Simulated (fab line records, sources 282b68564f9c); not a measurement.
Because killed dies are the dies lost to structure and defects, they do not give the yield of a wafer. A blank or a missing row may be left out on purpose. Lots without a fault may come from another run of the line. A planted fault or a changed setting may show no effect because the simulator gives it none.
fab line records    flow rit_cmos
record: lots: 6  wafers: 18  last_day: 7
route steps=202 shown PLDD@116 SPACER@125
lots that met no fault: taken from a fault-free run of the same line
start_h: hours from the record's opening day to when the first of the lot's shown wafers began    wait_h: time in hours since the lot's previous step    " identical to the entry in the row above    L1.1+2: a row that stands for several wafers    - either no value or no given start    * or withheld: withheld    < > ~ a bound
route shown NAME@n: names a module that has steps shown in the file, with the first one's number in the route    usual: mean/standard deviation of fault-free wafers    same: alike in all rows    chamber/n: place in a boat    sites: per-site readings    _std_site: the standard deviation of these    _edge_site: the outer-site mean with the inner-site mean subtracted    radius_mm: how far each site lies from the wafer's centre    mask NAME#n: copy n    behind: tool/chamber where the wafer was last shaped    hold: what put the lot on hold/how long, in hours/how the hold closed    device: the n, p or np transistor that did not switch    end of line: the route-end tests of the same wafers    a step given without rows: its recipe and nothing more    killed: the dies lost at the first sort to structure and to defects; this is not the yield of the wafer    map: shows each die of a wafer: x if killed, . if not, _ if none is there
set.NAME: the setting that was run; set.NAME@STEP: the one run at that earlier step    model.NAME: the simulator's own value behind a step, which no gauge read
lots at selected steps of the route; one table per step, one row per wafer
services: a tool's chamber out of use, with start hour (start_h, from the record's first day; less than 0 if before it), hours out, and reason
== steps ==
step: RIT_PLDD_SOFTBAKE_02
recipe: resist: NOVOLAK  temp_c: 90  time_s: 60
step: RIT_PLDD_EXPOSE_03
recipe: mask_id: M8  na: 0.57  target_cd_nm: 40900  dose_mj: 250
step: RIT_PLDD_PEB_04
recipe: resist: NOVOLAK  temp_c: withheld  time_s: withheld
step: RIT_PLDD_DEVELOP_05
recipe: resist: NOVOLAK  develop_time_s: 50  dev_temp_c: 23
step: RIT_PLDD_OVL_MEAS_06
usual: PLDD_OVL: 0.2/1.1
lot.wafer  tool        chamber  start_h  wait_h  PLDD_OVL[nm]
L454.1     overlay-02  -        45.91    -       -0.6
L454.4     "           -        "        "       -0.3
L454.6     "           -        "        "       1.0
L456.1     overlay-02  -        58.43    -       -1.1
L456.3     "           -        "        "       -0.2
L456.4     "           -        "        "       0.1
L462.1     overlay-01  -        84.18    -       0.2
L462.5     "           -        "        "       0.3
L462.6     "           -        "        "       1.6
L463.1     overlay-01  -        93.13    -       -0.4
L463.4     "           -        "        "       -1.0
L463.5     "           -        "        "       -0.4
L473.1     overlay-01  -        140.63   -       -0.7
L473.4     "           -        "        "       1.6
L473.5     "           -        "        "       2.7
L474.1     overlay-01  -        144.41   -       1.0
L474.3     "           -        "        "       1.0
L474.6     "           -        "        "       -0.5
step: RIT_PLDD_HARDBAKE_07
recipe: resist: NOVOLAK  temp_c: 140  time_s: 60
step: RIT_PLDD_IMPLANT_08
recipe: species: BF2  energy_kev: 20  dose_cm2: 9e+14  tilt_deg: 7
step: RIT_PLDD_STRIP_09
recipe: chemistry: O2  time_s: 180  resist: NOVOLAK  platen_temp_c: withheld  power_w: 500  pressure_mtorr: 4000  o2_flow_sccm: 4000
usual: drypump_motor_current_A: 5.6/0.36
lot.wafer  tool             chamber  start_h  wait_h  drypump_motor_current_A  rf_hours_counter_h
L454.1     plasma_asher-04  0        46.29    0.1     6.0                      41
L454.4     "                0        "        "       6.0                      -
L454.6     "                0        "        "       6.0                      -
L456.1     plasma_asher-03  0        58.77    0.1     5.5                      29
L456.3     "                1        "        "       5.4                      -
L456.4     "                0        "        "       5.5                      -
L462.1     plasma_asher-03  1        84.51    0.1     5.5                      31
L462.5     "                1        "        "       5.5                      -
L462.6     "                0        "        "       5.5                      -
L463.1     plasma_asher-02  1        93.47    0.1     4.9                      46
L463.4     "                1        "        "       4.9                      -
L463.5     "                1        "        "       4.9                      -
L473.1     plasma_asher-03  0        140.97   0.1     5.5                      37
L473.4     "                0        "        "       5.5                      -
L473.5     "                0        "        "       5.6                      -
L474.1     plasma_asher-02  1        144.74   0.1     4.9                      3
L474.3     "                1        "        "       4.9                      -
L474.6     "                1        "        "       4.9                      -
step: RIT_PLDD_TW_MEAS_10
usual: PLDD_TW: 2344/11
lot.wafer  tool           chamber  start_h  wait_h  PLDD_TW
L454.1     film_metro-03  -        46.46    0.1     2342
L454.4     "              -        "        "       2352
L454.6     "              -        "        "       2341
L456.1     film_metro-04  -        58.95    0.1     2352
L456.3     "              -        "        "       2349
L456.4     "              -        "        "       2363
L462.1     film_metro-02  -        84.69    0.1     2337
L462.5     "              -        "        "       2345
L462.6     "              -        "        "       2341
L463.1     film_metro-02  -        93.65    0.1     2340
L463.4     "              -        "        "       2333
L463.5     "              -        "        "       2329
L473.1     film_metro-04  -        141.14   0.1     2356
L473.4     "              -        "        "       2351
L473.5     "              -        "        "       2352
L474.1     film_metro-04  -        144.92   0.1     2352
L474.3     "              -        "        "       2373
L474.6     "              -        "        "       2350
step: RIT_SPACER_CLEAN_00
recipe: chemistry: SC1  mix: 3:3:50  time_s: 600  temp_c: 75
step: RIT_SPACER_CLEAN_01
recipe: chemistry: dHF  dilution: 50:1  time_s: 30
step: RIT_SPACER_CLEAN_02
recipe: chemistry: SC2  mix: 3:3:50  time_s: 600  temp_c: 75  dry: n2_spin
step: RIT_SPACER_CVD_03
recipe: material: Si3N4  target_thk_nm: 250  temp_c: 810  precursor: SiH2Cl2/NH3  time_s: 3300  pressure_mtorr: 300  sih2cl2_flow_sccm: 60  nh3_flow_sccm: 150
usual: spike_tc_centre_C: 813.1/1.2  spike_tc_load_C: 831.4/2.4  spike_tc_source_C: 832.8/1.5  susceptor_temp_C: 810.0/0.37  zone_power_load_pct: 22.5/1.1
lot.wafer  tool      chamber  start_h  wait_h  spike_tc_centre_C  spike_tc_load_C  spike_tc_source_C  susceptor_temp_C  zone_power_load_pct  model.Si3N4_of_SPACER_CVD_03.thk_nm
L454.1     lpcvd-02  0        46.89    0.0     812.6              830.3            835.1              809.7             22.9                 249.1
L454.4     "         0        "        "       813.0              829.7            832.6              809.7             23.0                 248.9
L454.6     "         0        "        "       814.0              831.2            834.1              810.2             23.0                 244.5
L456.1     lpcvd-01  1        59.37    0.0     812.9              831.8            832.7              810.1             20.9                 252.6
L456.3     "         1        "        "       813.0              833.8            834.2              810.1             21.2                 249
L456.4     "         1        "        "       811.3              833.9            831.1              810.3             21.2                 251.9
L462.1     lpcvd-02  0        86.00    0.9     856.8              872.0            876.4              851.1             25.4                 420.8
L462.5     "         0        "        "       853.9              872.1            875.0              851.4             25.9                 423.7
L462.6     "         0        "        "       856.2              870.4            876.4              851.2             25.5                 421.2
L463.1     lpcvd-02  0        94.09    0.0     855.6              872.3            877.0              851.8             25.6                 420.4
L463.4     "         0        "        "       856.5              872.9            875.2              851.4             25.7                 419
L463.5     "         0        "        "       855.4              872.3            875.1              851.5             25.3                 421.3
L473.1     lpcvd-01  0        141.57   0.0     813.9              833.4            832.6              809.9             24.4                 252.4
L473.4     "         0        "        "       813.9              834.1            831.5              809.7             23.5                 252.7
L473.5     "         0        "        "       813.3              833.4            831.9              809.4             23.7                 254
L474.1     lpcvd-01  0        145.35   0.0     811.8              833.5            834.2              809.8             23.4                 251.3
L474.3     "         0        "        "       813.4              834.2            832.9              809.8             23.6                 250.5
L474.6     "         0        "        "       813.0              834.9            831.9              809.4             23.9                 253.9
step: RIT_SPACER_THK_MEAS_04
recipe: reads: Si3N4_of_SPACER_CVD_03
usual: SPACER_NITRIDE_THK: 249.8/2.3
lot.wafer  tool           chamber  start_h  wait_h  SPACER_NITRIDE_THK[nm]
L454.1     film_metro-01  -        48.81    0.0     249.0
L454.4     "              -        "        "       248.9
L454.6     "              -        "        "       244.3
L456.1     film_metro-03  -        61.29    0.0     252.6
L456.3     "              -        "        "       249.0
L456.4     "              -        "        "       251.6
L462.1     film_metro-04  -        87.92    0.0     421.0
L462.5     "              -        "        "       423.6
L462.6     "              -        "        "       421.5
L463.1     film_metro-04  -        96.00    0.0     420.2
L463.4     "              -        "        "       419.2
L463.5     "              -        "        "       421.2
L473.1     film_metro-01  -        143.49   0.0     252.3
L473.4     "              -        "        "       252.8
L473.5     "              -        "        "       254.0
L474.1     film_metro-04  -        147.26   0.0     251.4
L474.3     "              -        "        "       250.5
L474.6     "              -        "        "       253.9
step: RIT_SPACER_ETCHBACK_05
recipe: target_depth_a: 2500  SF6_flow_sccm: 30  CHF3_flow_sccm: 30  target: Si3N4  chemistry: SF6/CHF3  pressure_mtorr: 40  rf_w: 250  time_s: 240  stop_on: SiO2
usual: CHF3_flow_sccm: 30.00/0.082  drypump_motor_current_A: 5.7/0.48  oes_product_au: 0.846/0.014  rf_fwd_power_W: 249.4/0.81  throttle_valve_pct: 10.33/0.13
lot.wafer  tool         chamber  start_h  wait_h  CHF3_flow_sccm  drypump_motor_current_A  oes_product_au  rf_fwd_power_W  rf_hours_counter_h  throttle_valve_pct  model.Si3N4_of_SPACER_CVD_03.thk_nm  model.etch.depth_nm
L454.1     rie_diel-04  2        48.87    0.1     30.09           6.0                      0.848           249.0           140                 10.54               195                                  249.1
L454.4     "            3        "        "       30.04           6.3                      0.856           249.6           95                  10.33               196.7                                248.9
L454.6     "            2        "        "       30.10           6.0                      0.834           248.2           -                   10.53               191.8                                244.5
L456.1     rie_diel-02  3        61.35    0.1     30.06           5.3                      0.841           249.3           4                   10.43               198.2                                252.6
L456.3     "            2        "        "       29.94           5.4                      0.834           249.7           101                 10.32               194.9                                249
L456.4     "            0        "        "       29.97           5.2                      0.867           250.1           1                   10.34               198                                  251.9
L462.1     rie_diel-01  2        87.98    0.1     29.96           5.4                      1.010           249.4           81                  10.52               329.3                                314.1
L462.5     "            2        "        "       30.07           5.4                      1.012           249.5           -                   10.53               331.6                                314.2
L462.6     "            1        "        "       30.05           5.8                      0.987           249.3           -                   10.45               329.9                                313.4
L463.1     rie_diel-01  3        96.06    0.1     29.97           5.5                      0.965           248.1           122                 10.39               330.5                                309.3
L463.4     "            3        "        "       30.01           5.5                      0.969           248.9           -                   10.38               329.2                                309.9
L463.5     "            2        "        "       30.05           5.5                      1.019           248.3           -                   10.53               329.6                                314.5
L473.1     rie_diel-02  3        143.55   0.1     29.95           5.3                      0.848           250.4           6                   10.42               197.9                                252.4
L473.4     "            2        "        "       30.16           5.4                      0.843           248.4           102                 10.31               197.8                                252.7
L473.5     "            0        "        "       29.78           5.2                      0.875           249.5           -                   10.36               200                                  254
L474.1     rie_diel-04  2        147.32   0.1     30.13           6.0                      0.842           249.5           143                 10.54               197                                  251.3
L474.3     "            3        "        "       29.92           6.3                      0.862           249.7           97                  10.35               198.1                                250.5
L474.6     "            3        "        "       30.02           6.3                      0.875           249.1           -                   10.34               200.8                                253.9
== services ==
tool             chamber  start_h  hours  kind
rie_diel-02      1        28.45    5.9    repair
rie_diel-04      2        34.43    6.0    repair
rie_diel-04      2        61.87    1.7    repair
rie_diel-04      1        74.37    -      clean
rie_diel-04      1        74.37    12.3   scheduled_down
rie_diel-04      1        74.37    12.3   vent_cycle
plasma_asher-02  -        80.01    1.5    repair
rie_diel-02      1        82.89    -      clean
rie_diel-02      1        82.89    17.1   scheduled_down
rie_diel-02      1        82.89    17.1   vent_cycle
rie_diel-01      1        91.23    -      clean
rie_diel-01      1        91.23    23.0   scheduled_down
rie_diel-01      1        91.23    23.0   vent_cycle
rie_diel-02      2        96.00    14.4   repair
plasma_asher-04  -        99.22    2.8    pm
rie_diel-04      3        105.22   3.5    repair
plasma_asher-02  -        108.75   9.0    pm
plasma_asher-02  0        108.75   9.0    vent_cycle
plasma_asher-02  1        108.75   9.0    vent_cycle
plasma_asher-03  -        114.53   2.8    pm
plasma_asher-02  0        117.75   -      clean
rie_diel-02      -        117.91   2.8    pm
rie_diel-04      0        132.72   22.1   repair
plasma_asher-02  -        137.37   1.0    repair
== key ==
first_sign: step: RIT_SPACER_CVD_03  reading: susceptor_temp_C  direction: up  sigmas: 99+  usual: *  struck: *
effect: step: RIT_SPACER_CVD_03  reading: spike_tc_centre_C  direction: up  sigmas: 35  usual: 813.1  struck: 855.7
effect: step: RIT_SPACER_THK_MEAS_04  reading: SPACER_NITRIDE_THK  direction: up  sigmas: 73  usual: 249.8  struck: 421.1
effect: step: RIT_SPACER_ETCHBACK_05  reading: oes_product_au  direction: up  sigmas: 11  usual: 0.846  struck: 0.993
model_effect: step: RIT_SPACER_CVD_03  value: Si3N4_of_SPACER_CVD_03.thk_nm  without: 250.7  struck: 421.1
model_effect: step: RIT_SPACER_ETCHBACK_05  value: Si3N4_of_SPACER_CVD_03.thk_nm  without: 196.5  struck: 330
met_at RIT_SPACER_CVD_03
struck_wafers L462.1,L462.5,L462.6,L463.1,L463.4,L463.5
later_rows_left_out L462.1,L462.5,L462.6,L463.1,L463.4,L463.5
sort_left_out L462.1,L462.5,L462.6,L463.1,L463.4,L463.5
tester_left_out L462,L463
onset_between 46.89 86.00
fault: kind: process_parameter_drift  tool: lpcvd-02  chamber: -  onset_h: 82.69  steps: RIT_SPACER_CVD_03  channel: temp_c  offset: *  shape: step  end_h: 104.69  acts_in: *  stated: *
tester_left_out: of these lots the tester's yield and bins aren't shown, on N5 and GAA mostly nor the transistor test; their killed dies are dies lost to structure and defects alone, not to doping, threshold or leakage, so they don't give the yield
sort_left_out: the simulated sort isn't trusted on such a fault, so these wafers' sort isn't shown, and their yield isn't known
later_rows_left_out: the simulator's readings of these wafers behind a module that went badly wrong aren't trusted and aren't shown, but for the sort
